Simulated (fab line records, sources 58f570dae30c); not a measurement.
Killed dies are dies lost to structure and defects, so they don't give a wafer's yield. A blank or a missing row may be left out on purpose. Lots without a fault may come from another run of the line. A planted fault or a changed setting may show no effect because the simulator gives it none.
Chamber matching | flow berkeley_cmos170 | UCB170_GATE_CLEAN_17 on wet_bench-03: 3 sister chambers
The step cleans in SPM, time 600 s. 6 wafers are shown with their chamber, then 2 later ones without.

WAFERS WITH THEIR CHAMBER
wafer  | chamber | bath_heat_duty_pct (%) | bath_guard_temp_C (C)
L829.2 | 0       | 13.9                   | 119.80
L829.3 | 0       | 13.1                   | 119.89
L846.5 | 1       | 16.0                   | 120.27
L844.3 | 2       | 13.4                   | 120.34
L844.5 | 2       | 11.6                   | 120.24
L847.1 | 1       | 16.4                   | 120.07

WAFERS WITHOUT THEIR CHAMBER
wafer  | bath_heat_duty_pct (%) | bath_guard_temp_C (C)
L847.3 | 14.1                   | 120.34
L847.5 | 14.0                   | 120.06

WHICH CHAMBER EACH WENT THROUGH
wafer  | from the rows above          | in truth
L847.3 | can't be placed: 2 or 1      | 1
L847.5 | can't be placed: 0 or 1 or 2 | 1
Placed correctly: 0 of 2. Can't be placed from these rows: 2 (the true chamber is among the candidates in 2). Placed wrongly: 0.
How it was worked out, from the rows above alone: a wafer's distance from a chamber is the root of the sum, over the readings, of the square of ((its reading less the chamber's mean) divided by the reading's scatter). The wafer belongs to the nearest chamber; if the next one is less than 2 further off, it can't be placed. A chamber's mean is the mean of its shown wafers. The scatter: the root of (the sum of the squares of (reading less its chamber's mean) over the shown wafers, divided by (wafers less chambers)).
